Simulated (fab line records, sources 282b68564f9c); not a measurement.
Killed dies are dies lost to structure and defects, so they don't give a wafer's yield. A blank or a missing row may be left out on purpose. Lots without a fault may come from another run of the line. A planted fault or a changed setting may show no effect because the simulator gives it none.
A struck lot beside a sound one | flow rit_cmos | 21 steps out of a route of 202
Sound: wafers L724.1, L724.3, L724.5. Struck: wafers L728.3, L728.4, L728.5. The cause comes at the end.
At each step with rows: each side's tool, then ch and its chambers, then its first start. Under that, the readings that differ: sound wafers | struck wafers | difference of the means | sigmas: that difference in standard deviations of wafers without a fault.
alike: readings whose means differ by less than 2 such deviations, and words and numbers that are the same on both sides. not compared: withheld readings, readings that some wafer has no value for, bounds like >300 that may hide the same value, and numbers for which the record gives no deviation and whose values overlap.
The two part at a step that has a row with sigmas, a row that says differs or no value, or rows on one side only. Numbers that don't overlap but have no deviation are shown without sigmas and don't part them. A reading that every wafer of one side lacks parts them only if that side has two wafers or more.

RIT_PLDD_OVL_MEAS_06:
  sound on overlay-02, day 3 14:29; struck on overlay-01, day 4 11:11
  alike: PLDD_OVL
then, 2 steps without rows for these wafers: RIT_PLDD_HARDBAKE_07 (time 60 s); RIT_PLDD_IMPLANT_08.
RIT_PLDD_STRIP_09: strips in O2, time 180 s.
  sound on plasma_asher-01 ch 1, day 3 14:49; struck on plasma_asher-03 ch 0,1, day 4 11:34
  alike: chamber_pressure_mTorr, drypump_motor_current_A
  not compared: rf_hours_counter_h
RIT_PLDD_TW_MEAS_10:
  sound on film_metro-02, day 3 15:00; struck on film_metro-01, day 4 11:42
  alike: PLDD_TW
then, 4 steps without rows for these wafers: RIT_SPACER_CLEAN_00 (cleans in SC1, time 600 s); RIT_SPACER_CLEAN_01 (cleans in dHF, time 30 s); RIT_SPACER_CLEAN_02 (cleans in SC2, time 600 s); RIT_SPACER_CVD_03 (deposits Si3N4 from SiH2Cl2/NH3, target thk 250 nm, time 3300 s).
RIT_SPACER_THK_MEAS_04:
  sound on film_metro-01, day 3 18:18; struck on film_metro-04, day 4 14:05
  alike: SPACER_NITRIDE_THK
RIT_SPACER_ETCHBACK_05: etches Si3N4 in SF6/CHF3, stops on SiO2, target depth 250 nm, time 240 s.
  sound on rie_diel-02 ch 1,2, day 3 18:22; struck on rie_diel-02 ch 0,1,2, day 4 14:07
  alike: chamber_pressure_mTorr, drypump_motor_current_A, oes_product_au, throttle_valve_pct
  not compared: rf_hours_counter_h
then, 1 step without rows for these wafers: RIT_NSD_HMDS_00 (prime time 60 s).
RIT_NSD_COAT_01: resist thk 1000 nm.
  sound on litho_track-01 ch 0, day 3 18:40; struck on litho_track-01 ch 0, day 4 14:28
  reading                                  | sound                | struck               | difference | sigmas
  spin_speed_rpm (rpm)                     | 3251.2 3252.3 3250.8 | 3304.7 3304.7 3304.2 | +53.1      | +29
  model.NOVOLAK_of_NSD_COAT_01.thk_nm (nm) | 1000 1002 1002       | 994.4 992.9 995.2    | -7.2       |
then, 4 steps without rows for these wafers: RIT_NSD_SOFTBAKE_02 (time 60 s); RIT_NSD_EXPOSE_03 (exposes mask M9, target cd 40700 nm); RIT_NSD_PEB_04; RIT_NSD_DEVELOP_05 (develop time 50 s).
RIT_NSD_OVL_MEAS_06:
  sound on overlay-02, day 3 19:22; struck on overlay-01, day 4 15:15
  alike: NSD_OVL
RIT_NSD_HARDBAKE_07: time 60 s.
  sound on litho_track-01 ch 0, day 3 19:24; struck on litho_track-03 ch 0, day 4 15:20
  reading                                  | sound             | struck            | difference | sigmas
  model.NOVOLAK_of_NSD_COAT_01.thk_nm (nm) | 883.7 885.5 885.9 | 878.8 877.5 879.5 | -6.4       |
then, 1 step without rows for these wafers: RIT_NSD_IMPLANT_08.
RIT_M1_PROBE_99:
  the record has rows for the struck wafers here (prober-02, day 5 02:08) and none for the sound ones

WHERE THEY PART
First at RIT_NSD_COAT_01; last, within this record, at RIT_M1_PROBE_99.

WHY: what the simulator had put in
Process parameter drift: litho_track-01, from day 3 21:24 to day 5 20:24, at RIT_NSD_COAT_01. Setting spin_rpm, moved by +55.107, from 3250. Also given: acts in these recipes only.
